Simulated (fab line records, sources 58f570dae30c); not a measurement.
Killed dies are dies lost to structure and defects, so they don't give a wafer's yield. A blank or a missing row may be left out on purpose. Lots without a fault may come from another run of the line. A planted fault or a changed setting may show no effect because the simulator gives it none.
A struck lot beside a sound one | flow berkeley_cmos170 | 14 steps out of a route of 331
Sound: wafers L254.2, L254.3, L254.5. Struck: wafers L257.1, L257.3, L257.5. The cause comes at the end.
At each step with rows: each side's tool, then ch and its chambers, then its first start. Under that, the readings that differ: sound wafers | struck wafers | difference of the means | sigmas: that difference in standard deviations of wafers without a fault.
alike: readings whose means differ by less than 2 such deviations, and words and numbers that are the same on both sides. not compared: withheld readings, readings that some wafer has no value for, bounds like >300 that may hide the same value, and numbers for which the record gives no deviation and whose values overlap.
The two part at a step that has a row with sigmas, a row that says differs or no value, or rows on one side only. Numbers that don't overlap but have no deviation are shown without sigmas and don't part them. A reading that every wafer of one side lacks parts them only if that side has two wafers or more.

UCB170_M3_SPUTTER_01: material Al, target thk 900 nm, time 120 s.
  sound on pvd_sputter-03, day 9 06:28; struck on pvd_sputter-02, day 9 09:31
  alike: chamber_pressure_pa, throttle_valve_pct
UCB170_M3_RS_MEAS_02: measures by four-point-probe.
  sound on film_metro-02, day 9 06:34; struck on film_metro-02, day 9 09:36
  alike: M3_AL_RS
UCB170_M3_THK_MEAS_03: measures by xrf.
  sound on film_metro-02, day 9 06:41; struck on film_metro-02, day 9 09:43
  alike: M3_AL_THK
then, 3 steps without rows for these wafers: UCB170_M3_HMDS_04 (prime time 60 s); UCB170_M3_COAT_05 (resist thk 900 nm); UCB170_M3_SOFTBAKE_06 (time 60 s).
UCB170_M3_STRIP_07: strips in O2.
  sound on plasma_asher-04 ch 0,1, day 9 07:17; struck on plasma_asher-04 ch 0, day 9 10:26
  alike: drypump_motor_current_A, oes_product_au, strip_time_to_endpoint_s
  not compared: rf_hours_counter_h
then, 5 steps without rows for these wafers: UCB170_M3_STRIP_08 (strips KrF in DMSO, time 600 s); UCB170_M3_COAT_09; UCB170_M3_COAT_10 (resist thk 900 nm); UCB170_M3_SOFTBAKE_11 (time 60 s); UCB170_M3_EXPOSE_12 (exposes mask METAL3, target cd 700 nm).
UCB170_M3_PEB_13:
  sound on litho_track-01 ch 0, day 9 08:10; struck on litho_track-01, day 9 11:30
  no value came back on the struck wafers for chill_plate_temp_C (C), exhaust_pa (Pa); on the sound wafers chill_plate_temp_C (C) reads 23.14 23.03 22.98
then, 1 step without rows for these wafers: UCB170_M3_DEVELOP_14 (develop time 45 s).

WHERE THEY PART
Only at UCB170_M3_PEB_13, within this record.

WHY: what the simulator had put in
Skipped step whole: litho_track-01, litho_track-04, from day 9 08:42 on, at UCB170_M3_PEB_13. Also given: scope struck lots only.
